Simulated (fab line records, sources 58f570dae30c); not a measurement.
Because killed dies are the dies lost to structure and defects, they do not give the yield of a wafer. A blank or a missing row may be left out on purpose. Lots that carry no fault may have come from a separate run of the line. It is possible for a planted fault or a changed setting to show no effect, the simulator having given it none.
Shared-tool check | flow berkeley-cmos170 | 14 lots, 42 wafers sampled

## REASON FOR OPENING
At UCB170_NWELL_THK_MEAS_05 the reading NWELL_NITRIDE_THK is flagged on 2 of 14 lots. No-fault wafers: 223.8 nm, standard deviation 1.9.
Rule: flag the lot when none of its wafers has a number, or when each of its wafers that has one lies beyond 4 standard deviations from that mean. The other lots count as sound.

lot  | measured    | on            | NWELL_NITRIDE_THK (nm), wafer by wafer | flag
L144 | day 2 10:35 | film-metro-03 | 224.1 223.4 223.3                      |
L145 | day 2 10:35 | film-metro-02 | 225.6 226.5 225.7                      |
L149 | day 3 12:40 | film-metro-03 | 224.2 223.3 224.5                      |
L150 | day 3 20:39 | film-metro-02 | 223.5 223.8 222.5                      |
L151 | day 3 20:39 | film-metro-04 | 219.1 218.3 218.1                      |
L152 | day 4 04:34 | film-metro-02 | 221.8 222.6 222.0                      |
L153 | day 4 04:34 | film-metro-03 | 223.3 224.4 225.7                      |
L155 | day 4 21:00 | film-metro-04 | 225.9 225.3 225.3                      |
L154 | day 4 21:01 | film-metro-02 | 224.6 223.6 221.8                      |
L157 | day 5 04:07 | film-metro-03 | 381.4 380.6 379.7                      | FLAGGED
L156 | day 5 04:07 | film-metro-02 | 381.1 379.6 378.5                      | FLAGGED
L159 | day 5 16:22 | film-metro-03 | 223.8 223.3 224.9                      |
L166 | day 7 02:47 | film-metro-02 | 225.1 225.1 226.9                      |
L167 | day 7 02:47 | film-metro-03 | 223.6 222.3 222.4                      |
The numbers of the flagged lots are 380.1 nm on average: +156.3 nm against the usual, or +82 standard deviations.

## WHICH TOOL RAN EACH LOT
The record holds 1 process step before the reading, out of a route of 331 steps. Every cell lists first the tool, next ch and the chambers used by the sampled wafers, and last the start.
lot  | flag    | UCB170_NWELL_CVD_04
L144 |         | lpcvd-01 ch 0, day 2 08:38
L145 |         | lpcvd-01 ch 0, day 2 08:38
L149 |         | lpcvd-01 ch 0, day 3 10:44
L150 |         | lpcvd-02 ch 0, day 3 18:43
L151 |         | lpcvd-02 ch 1, day 3 18:43
L152 |         | lpcvd-02 ch 1, day 4 02:38
L153 |         | lpcvd-02 ch 1, day 4 02:38
L155 |         | lpcvd-01 ch 0, day 4 18:06
L154 |         | lpcvd-01 ch 0, day 4 18:06
L157 | FLAGGED | lpcvd-01 ch 0, day 5 02:10
L156 | FLAGGED | lpcvd-01 ch 1, day 5 02:10
L159 |         | lpcvd-02 ch 1, day 5 14:25
L166 |         | lpcvd-02 ch 1, day 7 00:51
L167 |         | lpcvd-02 ch 0, day 7 00:51
These steps, and what they do:
- UCB170_NWELL_CVD_04: deposits Si3N4 from SiH2Cl2/NH3, target thk 224 nm, time 3360 s.
- UCB170_NWELL_THK_MEAS_05

## FLAGGED OVER TOTAL, TOOL BY TOOL (the gauges that took the reading come last)
step                     | tool          | lots run | flagged | share of the flagged lots | sound lots run after its first flagged lot
UCB170_NWELL_CVD_04      | lpcvd-01      | 7        | 2       | all                       | 0
UCB170_NWELL_CVD_04      | lpcvd-02      | 7        | 0       | none                      | -
UCB170_NWELL_THK_MEAS_05 | film-metro-02 | 6        | 1       | some                      | 1 (L166)
UCB170_NWELL_THK_MEAS_05 | film-metro-03 | 6        | 1       | some                      | 2 (L159,L167)
UCB170_NWELL_THK_MEAS_05 | film-metro-04 | 2        | 0       | none                      | -

## THE TABLE: WHAT IT ALLOWS
1 row of the table ran every flagged lot: lpcvd-01 at UCB170_NWELL_CVD_04.
- lpcvd-01 at UCB170_NWELL_CVD_04 ran 7 lots, 2 of them flagged. Last sound lot L154 at day 4 18:06, first flagged lot L156 at day 5 02:10; a fault beginning in between fits. Its own readings lie more than 4 standard deviations out on every wafer of the flagged lots: spike-tc-centre-C, spike-tc-load-C, spike-tc-source-C, susceptor-temp-C, zone-power-load-pct.
Just one tool remains: lpcvd-01 at UCB170_NWELL_CVD_04.

## WHAT THE SIMULATOR HAD PUT IN
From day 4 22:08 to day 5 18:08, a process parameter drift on lpcvd-01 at UCB170_NWELL_CVD_04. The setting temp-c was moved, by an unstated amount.
Lots struck among those shown: L157, L156. The same result came from the rule above.
